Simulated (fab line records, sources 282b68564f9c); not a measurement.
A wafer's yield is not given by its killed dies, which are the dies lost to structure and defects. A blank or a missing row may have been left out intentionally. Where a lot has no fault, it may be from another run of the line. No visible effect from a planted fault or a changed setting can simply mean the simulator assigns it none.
2 desks, one fault -- flow ritCmos -- each desk has only its own numbers; what lay behind them comes last

== AT THE TOOL OWNER'S DESK: rieSi-01 ==
The tool's own readings at RIT_GATE_ETCH_19 (etches poly-Si in SF6/CHF3/O2, stops on SiO2, time 165 s, target depth 312.5 nm): means of the sampled wafers that have a number, for each lot that ran on this tool. A lot is out of limits, marked OUT, if its mean lies more than 4 standard deviations from the usual mean; the brackets give that distance.
Columns: A = CHF3_flow_sccm at RIT_GATE_ETCH_19, usual 30.00 sccm; B = drypumpMotorCurrentA at RIT_GATE_ETCH_19, usual 5.91 A; C = oesProductAu at RIT_GATE_ETCH_19, usual 0.847 a.u.; D = rfFwdPowerW at RIT_GATE_ETCH_19, usual 159.5 W; E = throttleValvePct at RIT_GATE_ETCH_19, usual 10.24 %
lot,first seen here,A,B,C,D,E
L425,day 2 19:53,29.90,6.02,0.849,159.7,10.24
L431,day 3 20:37,30.02,5.72,0.858,159.8,10.03
L433,day 4 11:43,30.02,5.86,0.850,159.8,10.25
L435,day 4 19:29,30.07,6.02,0.862,159.6,10.45
Result from this desk: across the 4 lots, nothing is out of limits.

== THE METROLOGY DESK ==
What the gauges read for every lot (on any tool): the sampled wafers with a number, averaged. A lot is out of limits, marked OUT, if its mean lies more than 4 standard deviations from the usual mean; the brackets give that distance.
Columns: A = GATE_OXIDE_THK at RIT_GATE_THK_MEAS_07, usual 3.02 nm; B = GATE_POLY_THK at RIT_GATE_THK_MEAS_09, usual 248.2 nm; C = cdNm at RIT_GATE_CD_MEAS_16, usual 150.5 nm; D = GATE_OVL at RIT_GATE_OVL_MEAS_17, usual 0.4 nm
lot,first seen here,A,B,C,D
L425,day 2 16:26,3.09,249.6,151.7,0.3
L431,day 3 17:29,3.00,250.6,148.8,2.8
L433,day 4 07:53,2.97,244.6,152.8,2.1
L435,day 4 15:49,3.06,248.0,153.2,-0.5
L440,day 6 08:07,3.03,243.8,149.3,0.7
L442,day 6 12:42,3.04,247.6,152.0,-0.4
L444,day 7 02:26,2.98,250.6,148.7,1.7
Result from this desk: across the 7 lots, nothing is out of limits.

== BROUGHT TOGETHER ==
The desk of the tool owner found nothing out of limits.
From the metrology desk's view, nothing was out of limits.

== WHAT THE SIMULATOR PUT IN ==
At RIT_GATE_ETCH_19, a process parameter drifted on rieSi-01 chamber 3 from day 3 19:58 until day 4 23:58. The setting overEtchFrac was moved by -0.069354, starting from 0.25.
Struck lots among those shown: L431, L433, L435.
